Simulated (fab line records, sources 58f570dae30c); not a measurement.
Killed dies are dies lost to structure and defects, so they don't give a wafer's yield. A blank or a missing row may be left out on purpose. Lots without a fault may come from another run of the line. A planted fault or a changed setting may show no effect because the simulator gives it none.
Which tool did it? | flow berkeley_cmos170 | 7 lots, 21 wafers sampled, at 2 steps of a route of 331

WHAT THE GAUGES READ, wafer by wafer
UCB170_NWELL_THK_MEAS_02.
lot  | measured    | on            | NWELL_OXIDE_THK (nm)
L105 | day 2 14:37 | film_metro-04 | 25.7 25.8 26.1
L107 | day 3 06:12 | film_metro-01 | 25.6 25.9 25.7
L110 | day 3 22:30 | film_metro-04 | 18.5 18.4 18.6
L119 | day 5 18:40 | film_metro-01 | 26.9 26.7 27.1
L121 | day 5 18:41 | film_metro-03 | 26.2 25.8 25.8
L124 | day 6 13:26 | film_metro-04 | 25.7 25.8 25.9
L126 | day 6 21:38 | film_metro-01 | 25.9 26.1 26.5

WHICH TOOL RAN EACH LOT (tool, then ch and the chambers of the sampled wafers, then the start)
lot  | UCB170_NWELL_OXIDATION_01
L105 | furnace-02 ch 0, day 2 13:10
L107 | furnace-04 ch 0, day 3 04:50
L110 | furnace-04 ch 0, day 3 21:08
L119 | furnace-02 ch 0, day 5 17:19
L121 | furnace-02 ch 0, day 5 17:19
L124 | furnace-01 ch 0, day 6 12:05
L126 | furnace-02 ch 0, day 6 20:17
- UCB170_NWELL_OXIDATION_01: target thk 26.4 nm, ox time 1260 s.

THE ANSWER, worked out from the rows above alone
Rule: what is usual is taken from the lots themselves. Put in order of their means at a reading, lots are off if they are a third of the lots or fewer, leave a main group of 4 or more, and stand apart from it by a gap of 3 or more times the standard deviation of the main group's means; of several such gaps the widest counts. A main group whose means are all the same, to the digits that the tables above print for the reading, isn't used. A lot without any number at a reading at which 4 lots or more have one is off too. The other lots that the step has rows for count as sound.
Off: L110, at UCB170_NWELL_THK_MEAS_02 (NWELL_OXIDE_THK). The main group: mean 26.1 nm, standard deviation 0.4.
A tool fits if, at a process step before that reading, it ran every lot that is off, and no sound lot after the first of them. The gauges at UCB170_NWELL_THK_MEAS_02 are tried like those tools. One fits: furnace-04 at UCB170_NWELL_OXIDATION_01. Its last sound lot is L107 (day 3 04:50), its first lot that is off L110 (day 3 21:08): a fault that began between those two fits.

WHAT THE SIMULATOR HAD PUT IN
Process parameter drift: furnace-04, from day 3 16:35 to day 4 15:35, at UCB170_NWELL_OXIDATION_01. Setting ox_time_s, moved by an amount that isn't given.
Lots struck among those shown: L110. The rule above found the same.
